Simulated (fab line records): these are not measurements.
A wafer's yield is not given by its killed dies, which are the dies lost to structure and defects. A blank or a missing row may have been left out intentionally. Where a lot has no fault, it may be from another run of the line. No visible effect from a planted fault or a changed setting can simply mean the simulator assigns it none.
Chamber matching || flow berkeley cmos170 || 4 sister chambers for UCB170_V2_CMP_02 on cmp-01
The step polishes SiO2. 16 wafers are shown with their chamber, then 8 later ones without.

== WAFERS PAIRED WITH THEIR CHAMBERS ==
{"wafer": "L716.1", "chamber": 2, "motor current A (A)": 18.0}
{"wafer": "L716.2", "chamber": 1, "motor current A (A)": 15.4}
{"wafer": "L716.5", "chamber": 1, "motor current A (A)": 15.9}
{"wafer": "L717.1", "chamber": 2, "motor current A (A)": 17.9}
{"wafer": "L717.4", "chamber": 1, "motor current A (A)": 15.5}
{"wafer": "L717.5", "chamber": 2, "motor current A (A)": 18.0}
{"wafer": "L715.2", "chamber": 3, "motor current A (A)": 15.4}
{"wafer": "L715.4", "chamber": 0, "motor current A (A)": 19.0}
{"wafer": "L715.6", "chamber": 1, "motor current A (A)": 15.0}
{"wafer": "L718.1", "chamber": 0, "motor current A (A)": 18.0}
{"wafer": "L718.4", "chamber": 3, "motor current A (A)": 16.1}
{"wafer": "L718.6", "chamber": 3, "motor current A (A)": 14.8}
{"wafer": "L719.2", "chamber": 3, "motor current A (A)": 14.9}
{"wafer": "L719.4", "chamber": 2, "motor current A (A)": 18.5}
{"wafer": "L719.5", "chamber": 3, "motor current A (A)": 14.4}
{"wafer": "L721.1", "chamber": 3, "motor current A (A)": 15.2}

SIGNATURES (averages over the wafers above)
{"reading": "motor current A", "chamber 0": 18.500, "chamber 1": 15.450, "chamber 2": 18.100, "chamber 3": 15.133, "scatter within a chamber": 0.487}
Rule: a wafer lies at a distance from a chamber equal to the root of the sum of squares, over the readings, of (its reading less the chamber's mean, divided by the reading's scatter). If the next closest chamber is less than 2 further off than the closest, the wafer can't be placed; otherwise it belongs to the closest. How the scatter is found: for the shown wafers, subtract from each reading the mean of its chamber, square and add these, divide the total by (wafers less chambers), then take the root.

== WAFERS MISSING THEIR CHAMBER ==
{"wafer": "L721.2", "motor current A (A)": 15.6}
{"wafer": "L721.4", "motor current A (A)": 18.5}
{"wafer": "L727.2", "motor current A (A)": 14.7}
{"wafer": "L727.3", "motor current A (A)": 18.4}
{"wafer": "L727.6", "motor current A (A)": 14.7}
{"wafer": "L735.3", "motor current A (A)": 18.4}
{"wafer": "L735.4", "motor current A (A)": 18.0}
{"wafer": "L735.6", "motor current A (A)": 15.5}

== WHICH CHAMBER EACH WENT THROUGH ==
{"wafer": "L721.2", "from the rows above": "can't be placed: 1 or 3", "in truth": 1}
{"wafer": "L721.4", "from the rows above": "can't be placed: 0 or 2", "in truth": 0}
{"wafer": "L727.2", "from the rows above": "can't be placed: 3 or 1", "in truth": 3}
{"wafer": "L727.3", "from the rows above": "can't be placed: 0 or 2", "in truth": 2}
{"wafer": "L727.6", "from the rows above": "can't be placed: 3 or 1", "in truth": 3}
{"wafer": "L735.3", "from the rows above": "can't be placed: 0 or 2", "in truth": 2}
{"wafer": "L735.4", "from the rows above": "can't be placed: 2 or 0", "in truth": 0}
{"wafer": "L735.6", "from the rows above": "can't be placed: 1 or 3", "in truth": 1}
Correctly placed: 0 of 8. Unplaceable from these rows: 8, with the true chamber sitting among the candidates in 8. Placed wrongly: 0.
